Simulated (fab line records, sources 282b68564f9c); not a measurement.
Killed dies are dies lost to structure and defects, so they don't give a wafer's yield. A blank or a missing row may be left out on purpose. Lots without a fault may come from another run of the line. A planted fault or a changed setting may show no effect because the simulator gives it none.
Which tool did it? | flow rit_cmos | 14 lots, 41 wafers sampled, at 5 steps of a route of 202

WHAT THE GAUGES READ, wafer by wafer
RIT_ACTIVE_THK_MEAS_04. Usual: ACTIVE_NITRIDE_THK 150.4 nm, standard deviation 1.5.
lot  | measured    | on            | ACTIVE_NITRIDE_THK (nm) | flag
L196 | day 1 14:29 | film_metro-03 | 147.9 149.7 148.5       |
L197 | day 1 18:32 | film_metro-01 | 153.2 154.2 154.6       |
L199 | day 2 05:53 | film_metro-02 | 151.0 150.6 151.2       |
L200 | day 2 10:11 | film_metro-03 | 150.5 151.4 150.5       |
L201 | day 2 15:41 | film_metro-03 | 149.3 150.0 150.4       |
L202 | day 2 19:50 | film_metro-01 | 148.9 150.8 151.1       |
L205 | day 3 12:55 | film_metro-01 | 149.8 151.2 152.1       |
L207 | day 3 23:49 | film_metro-01 | 149.7 149.5 151.1       |
L209 | day 4 07:28 | film_metro-02 | 153.5 152.1 152.8       |
L210 | day 4 12:52 | film_metro-02 | 153.4 153.4             |
L211 | day 4 17:10 | film_metro-01 | 150.6 149.5 149.1       |
L217 | day 5 23:26 | film_metro-03 | 149.0 150.8 149.4       |
L218 | day 6 05:45 | film_metro-03 | 151.3 152.2 151.1       |
L219 | day 6 08:47 | film_metro-01 | 150.9 149.7 150.7       |

RIT_ACTIVE_CD_MEAS_11: target cd 1400 nm. Usual: cd_nm 1400.4 nm, standard deviation 1.9.
lot  | measured    | on        | cd_nm (nm)           | flag
L196 | day 1 15:30 | cd_sem-01 | 1401.2 1404.5 1402.4 |
L197 | day 1 19:26 | cd_sem-01 | 1401.8 1399.9 1401.6 |
L199 | day 2 07:01 | cd_sem-01 | 1398.5 1397.7 1399.5 |
L200 | day 2 11:08 | cd_sem-02 | 1400.8 1401.3 1401.1 |
L201 | day 2 16:37 | cd_sem-01 | 1401.4 1400.0 1400.3 |
L202 | day 2 20:44 | cd_sem-02 | 1400.6 1397.9 1398.7 |
L205 | day 3 13:58 | cd_sem-01 | 1403.0 1403.0 1405.5 |
L207 | day 4 00:43 | cd_sem-01 | 1401.0 1400.9 1400.2 |
L209 | day 4 08:30 | cd_sem-01 | 1401.3 1401.0 1399.5 |
L210 | day 4 13:53 | cd_sem-01 | 1387.5 1392.5        | OFF
L211 | day 4 18:05 | cd_sem-01 | 1389.9 1393.6 1387.6 | OFF
L217 | day 6 00:29 | cd_sem-01 | 1402.1 1399.9 1401.6 |
L218 | day 6 06:40 | cd_sem-02 | 1400.5 1400.6 1402.3 |
L219 | day 6 09:43 | cd_sem-01 | 1395.7 1399.9 1400.0 |

RIT_PWELL_OVL_MEAS_06. Usual: PWELL_OVL 0.6 nm, standard deviation 1.2.
lot  | measured    | on         | PWELL_OVL (nm) | flag
L196 | day 2 04:08 | overlay-01 | -1.3 -0.8 -0.1 |
L197 | day 2 08:35 | overlay-02 | -1.4 -1.1 -0.1 |
L199 | day 2 17:47 | overlay-01 | 1.7 2.4 0.6    |
L200 | day 2 21:10 | overlay-02 | -0.5 -0.9 -2.1 |
L201 | day 3 02:59 | overlay-01 | 1.4 2.1 2.6    |
L202 | day 3 06:34 | overlay-02 | -0.9 -0.5 -0.5 |
L205 | day 4 00:11 | overlay-01 | 2.0 0.7 3.3    |
L207 | day 4 08:41 | overlay-01 | 1.3 0.2 1.1    |
L209 | day 4 18:03 | overlay-01 | 1.2 -0.2 1.4   |
L210 | day 4 21:23 | overlay-02 | 1.6 3.7        |
L211 | day 5 04:30 | overlay-02 | 0.6 0.6 0.1    |
L217 | day 6 08:35 | overlay-01 | 0.4 1.2 0.1    |
L218 | day 6 14:58 | overlay-02 | 0.8 2.6 1.1    |
L219 | day 6 19:46 | overlay-02 | 1.0 1.3 1.7    |

RIT_GATE_OVL_MEAS_17. Usual: GATE_OVL -0.3 nm, standard deviation 1.2.
lot  | measured    | on         | GATE_OVL (nm)  | flag
L196 | day 2 20:38 | overlay-01 | -3.9 -1.8 -2.7 |
L197 | day 3 02:33 | overlay-01 | 0.2 2.6 1.5    |
L199 | day 3 13:01 | overlay-01 | 0.9 -0.5 0.2   |
L200 | day 3 14:34 | overlay-02 | -0.5 -0.1 1.8  |
L201 | day 3 19:25 | overlay-02 | -0.7 -1.5 -0.7 |
L202 | day 4 04:41 | overlay-02 | 1.0 -0.6 0.3   |
L205 | day 4 18:30 | overlay-02 | -0.7 -0.5 -1.7 |
L207 | day 5 01:56 | overlay-02 | -0.9 -1.1 -1.4 |
L209 | day 5 08:53 | overlay-02 | -0.1 0.0 0.2   |
L210 | day 5 17:05 | overlay-01 | 0.0 0.8        |
L211 | day 5 18:28 | overlay-02 | -1.2 -1.5 -2.1 |
L217 | day 7 02:31 | overlay-01 | 0.0 0.6 0.9    |
L218 | day 7 07:53 | overlay-02 | 0.2 0.0 -1.3   |
L219 | day 7 13:50 | overlay-01 | -0.6 0.3 -0.1  |

WHICH TOOL RAN EACH LOT (tool, then ch and the chambers of the sampled wafers, then the start)
lot  | RIT_ACTIVE_EXPOSE_08
L196 | iline_stepper-02 ch 0, day 1 15:06
L197 | iline_stepper-02 ch 0, day 1 19:02
L199 | iline_stepper-01 ch 0, day 2 06:37
L200 | iline_stepper-01 ch 0, day 2 10:41
L201 | iline_stepper-01 ch 0, day 2 16:13
L202 | iline_stepper-01 ch 0, day 2 20:21
L205 | iline_stepper-01 ch 0, day 3 13:34
L207 | iline_stepper-01 ch 0, day 4 00:19
L209 | iline_stepper-02 ch 0, day 4 08:06
L210 | iline_stepper-01 ch 0, day 4 13:29
L211 | iline_stepper-01 ch 0, day 4 17:41
L217 | iline_stepper-02 ch 0, day 6 00:05
L218 | iline_stepper-02 ch 0, day 6 06:16
L219 | iline_stepper-02 ch 0, day 6 09:19
- RIT_ACTIVE_EXPOSE_08: exposes mask M1, target cd 1400 nm.

WHAT THE TOOLS THEMSELVES READ (means of the sampled wafers that have a number; where no wafer has one, the mark that the record gives instead)
RIT_ACTIVE_EXPOSE_08. Usual: exposure_dose_mJ_cm2 227.57, standard deviation 0.23.
lot  | tool             | exposure_dose_mJ_cm2 | flag
L196 | iline_stepper-02 | 227.47               |
L197 | iline_stepper-02 | 227.59               |
L199 | iline_stepper-01 | 227.34               |
L200 | iline_stepper-01 | 227.55               |
L201 | iline_stepper-01 | 227.57               |
L202 | iline_stepper-01 | 227.77               |
L205 | iline_stepper-01 | 227.72               |
L207 | iline_stepper-01 | 227.31               |
L209 | iline_stepper-02 | 227.48               |
L210 | iline_stepper-01 | 226.25               | OFF
L211 | iline_stepper-01 | 224.99               | OFF
L217 | iline_stepper-02 | 227.83               |
L218 | iline_stepper-02 | 227.67               |
L219 | iline_stepper-02 | 227.59               |

THE ANSWER, worked out from the rows above alone
Rule: a lot is off if the mean of its wafers that have a number lies more than 3 standard deviations from the usual mean. A lot without any number at a reading at which 4 lots or more have one is off too. The other lots that the step has rows for count as sound. The gauges are gone through in route order, then the tools' own readings, and for those a lot's mean is taken as printed above. The first step at which some lot is off is used, and at that step the reading that is off furthest; a lot without a number counts as furthest.
Off: L210, L211, at RIT_ACTIVE_CD_MEAS_11 (cd_nm).
A tool fits if, at a process step before that reading, it ran every lot that is off, and no sound lot after the first of them. The gauges at RIT_ACTIVE_CD_MEAS_11 aren't tried: what is off there is off at RIT_ACTIVE_EXPOSE_08 too, on other tools, and a gauge's error can't cause that. One fits: iline_stepper-01 at RIT_ACTIVE_EXPOSE_08. Its last sound lot is L207 (day 4 00:19), its first lot that is off L210 (day 4 13:29): a fault that began between those two fits.
The tool's own readings at RIT_ACTIVE_EXPOSE_08 bear it out: on the lots that are off they differ by more than 5 times the standard deviation of the sound lots' means. exposure_dose_mJ_cm2 reads 225.62 there against 227.57 on the sound lots.

WHAT THE SIMULATOR HAD PUT IN
Process parameter drift: iline_stepper-01, from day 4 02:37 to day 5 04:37, at RIT_ACTIVE_EXPOSE_08. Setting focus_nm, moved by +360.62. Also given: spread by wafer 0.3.
Lots struck among those shown: L210, L211. The rule above found the same.
